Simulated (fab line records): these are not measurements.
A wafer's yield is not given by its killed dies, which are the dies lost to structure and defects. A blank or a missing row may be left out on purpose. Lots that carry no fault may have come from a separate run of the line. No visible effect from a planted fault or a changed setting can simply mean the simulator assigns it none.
The same fault as seen by 2 desks :: flow berkeleyCmos170 :: what lay behind the numbers comes last; until then each desk has only its own

DESK OF THE TOOL OWNER: lithoTrack-01
The tool's own readings at UCB170_GATE_DEVELOP_11 (develop time 45 s): means of the sampled wafers that have a number, for each lot that ran on this tool. Marked OUT: a lot whose mean sits more than 4 standard deviations from the usual mean, which makes it out of limits; the brackets give that distance.
Columns: A = developerTempC at UCB170_GATE_DEVELOP_11, usual 21.01 C
lot: L819
first seen here: day 7 21:00
A: 20.97

lot: L825
first seen here: day 9 09:00
A: 18.95 (-19) OUT

lot: L828
first seen here: day 9 14:00
A: 18.91 (-19) OUT
Finding of this desk: L825, L828 out of limits; the first was L825 at day 9 09:00, on developerTempC at UCB170_GATE_DEVELOP_11. Within limits: L819.

AT THE METROLOGY DESK
Lot by lot, what the gauges showed, no matter which tool ran the lot: averages of those sampled wafers that carry a number. Marked OUT: a lot whose mean sits more than 4 standard deviations from the usual mean, which makes it out of limits; the brackets give that distance. 7 of its 11 readings are shown, namely those furthest out on some lot.
Columns: A = FIELD_OXIDE_LEFT_2_THK at UCB170_FIELD_THK_MEAS_91, usual 354 nm; B = GATE_OXIDE_THK at UCB170_GATE_THK_MEAS_02, usual 6.64 nm; C = GATE_POLY_THK at UCB170_GATE_THK_MEAS_05, usual 214.2 nm; D = cdNm at UCB170_GATE_CD_MEAS_12, usual 349.9 nm; E = cdNm at UCB170_GATE_CD_MEAS_90, usual 349.9 nm; F = PLDD_TW at UCB170_PLDD_TW_MEAS_11, usual 1013; G = NLDD_OVL at UCB170_NLDD_OVL_MEAS_07, usual 0 nm
lot: L818
first seen here: day 7 09:53
A: 335
B: 6.82
C: 213.0
D: 349.4
E: 349.3
F: 1019
G: 0

lot: L819
first seen here: day 7 09:56
A: 350
B: 6.86
C: 216.0
D: 349.9
E: 350.2
F: 1020
G: 0

lot: L825
first seen here: day 8 17:41
A: 353
B: 6.80
C: 210.4
D: 350.1
E: 350.3
F: 1015
G: 5

lot: L828
first seen here: day 8 23:17
A: 363
B: 6.63
C: 215.4
D: 350.7
E: 351.1
F: 1017
G: -5

lot: L831
first seen here: day 9 21:23
A: 360
B: 6.47
C: 216.2
D: 349.7
E: 349.7
F: 1020
G: -1

lot: L834
first seen here: day 10 11:59
A: 348
B: 6.49
C: 213.3
D: 347.5
E: 347.4
F: 1016
G: 1
Finding of this desk: none of the 6 lots has anything out of limits.

PUT TOGETHER
The tool owner's desk had the chance to raise an alarm at day 9 09:00 on L825, L828.
The metrology desk saw nothing out of limits.
The metrology desk has L825, L828 on record, within its limits.
On lithoTrack-01, each named lot ran UCB170_GATE_DEVELOP_11.

WHAT THE SIMULATOR PUT IN
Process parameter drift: lithoTrack-01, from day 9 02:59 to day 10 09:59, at UCB170_GATE_DEVELOP_11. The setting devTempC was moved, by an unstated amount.
Shown lots that were struck: L825, L828.
Time in hours from fault onset to the first out-of-limits reading at each desk: the tool owner's desk, 6.
